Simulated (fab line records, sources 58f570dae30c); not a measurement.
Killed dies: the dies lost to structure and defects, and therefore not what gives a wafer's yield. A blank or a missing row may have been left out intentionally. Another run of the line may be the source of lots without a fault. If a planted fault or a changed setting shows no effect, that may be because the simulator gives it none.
Split-lot experiment ; flow berkeley cmos170 ; 23 wafers read across 5 lots, on a route 331 steps long

## THE SPLIT
At UCB170_M2_SPUTTER_01 (material Al, target thk 900 nm, time 120 s), the setting time s was moved away from the recipe's 120 s on 8 of the 23 wafers read, by -14.6% to +9.9%. This setting was run at the recipe's value on the other wafers.

## FROM THE SPLIT TO THE READING: what the file shows between them, 6 steps
- UCB170_M2_RS_MEAS_02: measures by four-point-probe
- UCB170_M2_THK_MEAS_03: measures by xrf
- UCB170_M2_PEB_13 (also split here: peb temp c)
- UCB170_M2_DEVELOP_14: develop time 45 s
- UCB170_M2_CD_MEAS_15: target cd 700 nm
- UCB170_M2_ETCH_17: etches BARC in N2/H2

## THE READING
oes product au, in a.u., at UCB170_M2_METAL_ETCH_18 (etches Al in Cl2/BCl3, stops on SiO2, target depth 1170 nm, time 195 s). On this fab line, fault-free wafers typically give 0.852 a.u. with a standard deviation of 0.012 a.u.

wafer;tool, chamber at the split;time s as run, s;against the recipe;oes product au, a.u.;against lot-mates on the recipe
L078.1;pvd sputter-03, -;120;recipe;0.847;-
L078.2;pvd sputter-03, -;120;recipe;0.856;-
L078.3;pvd sputter-03, -;102.5;-14.6%;0.796;-0.053
L078.4;pvd sputter-03, -;120;recipe;0.844;-
L078.6;pvd sputter-03, -;102.5;-14.6%;0.776;-0.073
L079.2;pvd sputter-02, -;120;recipe;0.833;-
L079.3;pvd sputter-02, -;120;recipe;0.838;-
L079.6;pvd sputter-02, -;120;recipe;0.840;-
L081.1;pvd sputter-04, -;120;recipe;0.842;-
L081.2;pvd sputter-04, -;120;recipe;0.844;-
L081.3;pvd sputter-04, -;108.8;-9.3%;0.808;-0.036
L081.5;pvd sputter-04, -;108.8;-9.3%;0.798;-0.046
L081.6;pvd sputter-04, -;120;recipe;0.847;-
L084.1;pvd sputter-03, -;120;recipe;0.853;-
L084.2;pvd sputter-03, -;120;recipe;0.856;-
L084.4;pvd sputter-03, -;120;recipe;0.841;-
L084.5;pvd sputter-03, -;131.9;+9.9%;0.891;+0.041
L084.6;pvd sputter-03, -;131.9;+9.9%;0.903;+0.053
L085.1;pvd sputter-02, -;120;recipe;0.852;-
L085.2;pvd sputter-02, -;111.7;-6.9%;0.832;-0.022
L085.3;pvd sputter-02, -;120;recipe;0.858;-
L085.4;pvd sputter-02, -;111.7;-6.9%;0.824;-0.030
L085.6;pvd sputter-02, -;120;recipe;0.851;-

THE FIT
A straight line over all 23 wafers: oes product au changes by +0.00439 a.u. for each +1% of time s; r = +0.96; the points scatter about the line by 0.0083 a.u.
The same after taking each lot's own level away (the mean of its wafers on the recipe; 23 wafers): +0.00441 a.u. for each +1%; r = +0.98; scatter 0.0057 a.u.
Per that fit: largest time s move, reading shift of 0.064 a.u.
Across the lots, their own levels run from 0.8370 to 0.8537 a.u., a range of 1.4 times the standard deviation given above.
Hence the lot-to-lot level has little effect on the slope; both slopes agree.
Check: -0.0668 a.u. against its lot-mates is what the line predicts for one of the wafers moved furthest among these (-14.6%) when that wafer is left out of the fit. It came out at -0.053 a.u. against them.

## ADDITIONAL SPLITS CARRIED BY THESE WAFERS
Note: prior to the reading, these wafers also went through further splits. Each is held against what the fit with the lots' levels taken away leaves over:
other split on the same wafers;wafers away from the commonest value;r with oes product au (lot level and that fit taken away)
UCB170_V1_EXPOSE_09 dose mj;5;+0.13
UCB170_M2_PEB_13 peb temp c;8;-0.20

## THE WHOLE CHAIN: every reading that the file lists as answering this split, in the file's order
step;what it does;reading;change (the file's fit);r (the file's)
UCB170_M2_SPUTTER_01;material Al, target thk 900 nm, time 120 s;Al_of_M2_SPUTTER_01.thk nm (the simulator's own value, which no gauge read);+8.93 nm for each +1% of the setting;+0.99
UCB170_M2_RS_MEAS_02;measures by four-point-probe;M2_AL_RS;-0.000352 for each +1% of the setting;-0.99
UCB170_M2_THK_MEAS_03;measures by xrf;M2_AL_THK;+8.66 for each +1% of the setting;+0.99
UCB170_M2_METAL_ETCH_18;etches Al in Cl2/BCl3, stops on SiO2, target depth 1170 nm, time 195 s;oes product au;+0.00437 a.u. for each +1% of the setting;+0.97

## FILE'S OWN FIT
oes product au changes by +0.00437 a.u. for each +1% of time s, r = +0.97.
